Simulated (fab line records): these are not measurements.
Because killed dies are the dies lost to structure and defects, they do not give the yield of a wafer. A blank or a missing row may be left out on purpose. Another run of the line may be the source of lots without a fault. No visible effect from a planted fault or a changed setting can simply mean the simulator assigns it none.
A lot that was struck, set against a sound lot | flow ritCmos | 15 out of 202 route steps
Sound: the wafers L180.2, L180.4, L180.6. Struck: wafers L190.1, L190.2, L190.4. At the end, the cause is stated.
At each step with rows: each side's tool, then ch and its chambers, then its first start. Under that, the readings that differ: sound wafers | struck wafers | difference of the means | sigmas: that difference in standard deviations of wafers without a fault.
alike: readings with means less than 2 such deviations apart, plus words and numbers identical on both sides. not compared: withheld readings, readings lacking a value on some wafer, bounds such as >300 that could conceal the same value, and numbers that have no deviation in the record and whose values overlap.
Wherever a step has rows on one side only, a row that says differs or no value, or a row with sigmas, the two part there. Non-overlapping numbers with no deviation appear without sigmas and do not part them. A reading missing from all wafers of one side parts the sides only when that side holds two or more wafers.

first, 5 steps without rows for these wafers: RIT_NLDD_COAT_01 (resist thk 1000 nm); RIT_NLDD_SOFTBAKE_02 (time 60 s); RIT_NLDD_EXPOSE_03 (exposes mask M7, target cd 40700 nm); RIT_NLDD_PEB_04; RIT_NLDD_DEVELOP_05 (develop time 50 s).
RIT_NLDD_OVL_MEAS_06:
  sound on overlay-02 at day 3 04:08; struck on overlay-01 at day 5 06:14
  alike: NLDD_OVL
then, 2 steps without rows for these wafers: RIT_NLDD_HARDBAKE_07 (time 60 s); RIT_NLDD_IMPLANT_08.
RIT_NLDD_STRIP_09: strips in O2, time 180 s.
  sound on plasmaAsher-03 ch 0,1, day 3 04:28; struck on plasmaAsher-02 ch 0,1, day 5 06:34
  alike: drypumpMotorCurrentA
  not compared: rfHoursCounterH
RIT_NLDD_TW_MEAS_10:
  sound on filmMetro-03 at day 3 04:38; struck on filmMetro-03 at day 5 06:44
  alike: NLDD_TW
then, 2 steps without rows for these wafers: RIT_PLDD_HMDS_00 (prime time 60 s); RIT_PLDD_COAT_01 (resist thk 1000 nm).
RIT_PLDD_SOFTBAKE_02: time 60 s.
  sound on lithoTrack-03 ch 0, day 3 05:01; struck on lithoTrack-02 ch 0, day 5 07:06
reading               | sound             | struck            | difference | sigmas
heaterPowerTotalW (W) | 34.61 34.58 34.63 | 35.60 35.54 35.53 | +0.95      | +19
runLengthS (s)        | 89.35 88.93 89.23 | 83.22 83.07 82.91 | -6.10      | -51
then, 1 step without rows for these wafers: RIT_PLDD_EXPOSE_03 (exposes mask M8, target cd 40900 nm).
RIT_M1_PROBE_99:
  sound on prober-02 at day 3 20:12; struck on prober-02 at day 5 21:53
  alike: killedAtContacts, killedAtFrontEnd, killedDies, killedOpen, killedShort

== WHERE THEY PART ==
At RIT_PLDD_SOFTBAKE_02 and nowhere else, as far as this record goes. Later steps at which nothing parts them and some readings are alike: RIT_M1_PROBE_99.

WHY: whatever the simulator had introduced
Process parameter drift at RIT_PLDD_SOFTBAKE_02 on lithoTrack-02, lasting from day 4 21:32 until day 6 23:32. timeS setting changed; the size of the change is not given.
